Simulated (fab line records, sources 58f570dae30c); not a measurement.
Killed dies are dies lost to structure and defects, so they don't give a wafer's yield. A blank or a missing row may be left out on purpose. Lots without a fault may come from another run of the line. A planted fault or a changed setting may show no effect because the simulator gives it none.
Split-lot experiment | flow berkeley_cmos170 | 5 lots, 23 wafers read, on a route of 331 steps

THE SPLIT
At UCB170_NLDD_IMPLANT_09, the setting energy_kev was moved away from the recipe's 30 on 9 of the 23 wafers read, by -4.6% to +3.4%. The other wafers ran this setting at the recipe's value.

The reading is taken at the split's own step.

THE READING
implant.drp_nm (the simulator's own value, which no gauge read), in nm, at UCB170_NLDD_IMPLANT_09. The file gives no usual value for it.

wafer  | tool, chamber at the split | energy_kev as run | against the recipe | implant.drp_nm, nm | against lot-mates on the recipe
L075.1 | implanter-03, 0            | 30                | recipe             | 9.611              | -
L075.2 | implanter-03, 0            | 30                | recipe             | 9.611              | -
L075.6 | implanter-03, 0            | 30                | recipe             | 9.611              | -
L075.4 | implanter-03, 0            | 30.49             | +1.6%              | 9.725              | +0.114
L075.5 | implanter-03, 0            | 30.49             | +1.6%              | 9.725              | +0.114
L078.1 | implanter-03, 0            | 30                | recipe             | 9.611              | -
L078.3 | implanter-03, 0            | 30                | recipe             | 9.611              | -
L078.5 | implanter-03, 0            | 30                | recipe             | 9.611              | -
L078.4 | implanter-03, 0            | 31.02             | +3.4%              | 9.849              | +0.238
L078.6 | implanter-03, 0            | 31.02             | +3.4%              | 9.849              | +0.238
L080.1 | implanter-02, 0            | 29.43             | -1.9%              | 9.477              | -0.134
L080.4 | implanter-02, 0            | 29.43             | -1.9%              | 9.477              | -0.134
L080.5 | implanter-02, 0            | 29.43             | -1.9%              | 9.477              | -0.134
L080.2 | implanter-02, 0            | 30                | recipe             | 9.611              | -
L080.6 | implanter-02, 0            | 30                | recipe             | 9.611              | -
L084.1 | implanter-03, 0            | 30                | recipe             | 9.611              | -
L084.3 | implanter-03, 0            | 30                | recipe             | 9.611              | -
L084.5 | implanter-03, 0            | 30                | recipe             | 9.611              | -
L084.2 | implanter-03, 0            | 28.63             | -4.6%              | 9.29               | -0.321
L084.6 | implanter-03, 0            | 28.63             | -4.6%              | 9.29               | -0.321
L083.3 | implanter-01, 0            | 30                | recipe             | 9.611              | -
L083.4 | implanter-01, 0            | 30                | recipe             | 9.611              | -
L083.5 | implanter-01, 0            | 30                | recipe             | 9.611              | -

THE FIT
A straight line over all 23 wafers: implant.drp_nm changes by +0.0702 nm for each +1% of energy_kev; r = +1.00; the points scatter about the line by 0.00031 nm.
The same after taking each lot's own level away (the mean of its wafers on the recipe; 23 wafers): +0.0702 nm for each +1%; r = +1.00; scatter 0.00031 nm.
On that fit, the largest move of energy_kev shifts the reading by 0.32 nm.
The lots' own levels span 9.6110 to 9.6110 nm.
So the lot-to-lot level changes the slope little: the two slopes agree.
Check: with one of the wafers moved furthest among these (-4.6%) left out of the fit, the line predicts -0.321 nm for it against its lot-mates. It came out at -0.321 nm against them.

OTHER SPLITS ON THESE WAFERS
These wafers also went through other splits before the reading. Each is held against what the fit with the lots' levels taken away leaves over:
other split on the same wafers         | wafers away from the commonest value | r with implant.drp_nm (lot level and that fit taken away)
UCB170_START_OXIDATION_02 temp_c       | 15                                   | -0.04
UCB170_PWELL_OXIDATION_02 ox_time_s    | 18                                   | -0.07
UCB170_PWELL_ANNEAL_04 time_s          | 18                                   | -0.10
UCB170_PWELL_STRIP_16 overash_fraction | 7                                    | -0.01
UCB170_ACTIVE_CVD_05 pressure_mtorr    | 18                                   | -0.12
UCB170_ACTIVE_DEVELOP_12 dev_temp_c    | 7                                    | -0.10
UCB170_PFIELD_IMPLANT_07 energy_kev    | 11                                   | +0.35
UCB170_GATE_ETCH_15 over_etch_frac     | 10                                   | +0.07
UCB170_PLDD_PEB_04 peb_temp_c          | 8                                    | +0.01

THE WHOLE CHAIN: every reading that the file lists as answering this split, in the file's order
step                   | what it does | reading                                                         | change (the file's fit)                | r (the file's)
UCB170_NLDD_IMPLANT_09 |              | implant.rp_nm (the simulator's own value, which no gauge read)  | +0.163 nm for each +1% of the setting  | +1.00
UCB170_NLDD_IMPLANT_09 |              | implant.drp_nm (the simulator's own value, which no gauge read) | +0.0702 nm for each +1% of the setting | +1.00

THE FILE'S OWN FIT
implant.drp_nm changes by +0.0702 nm for each +1% of energy_kev, r = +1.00.
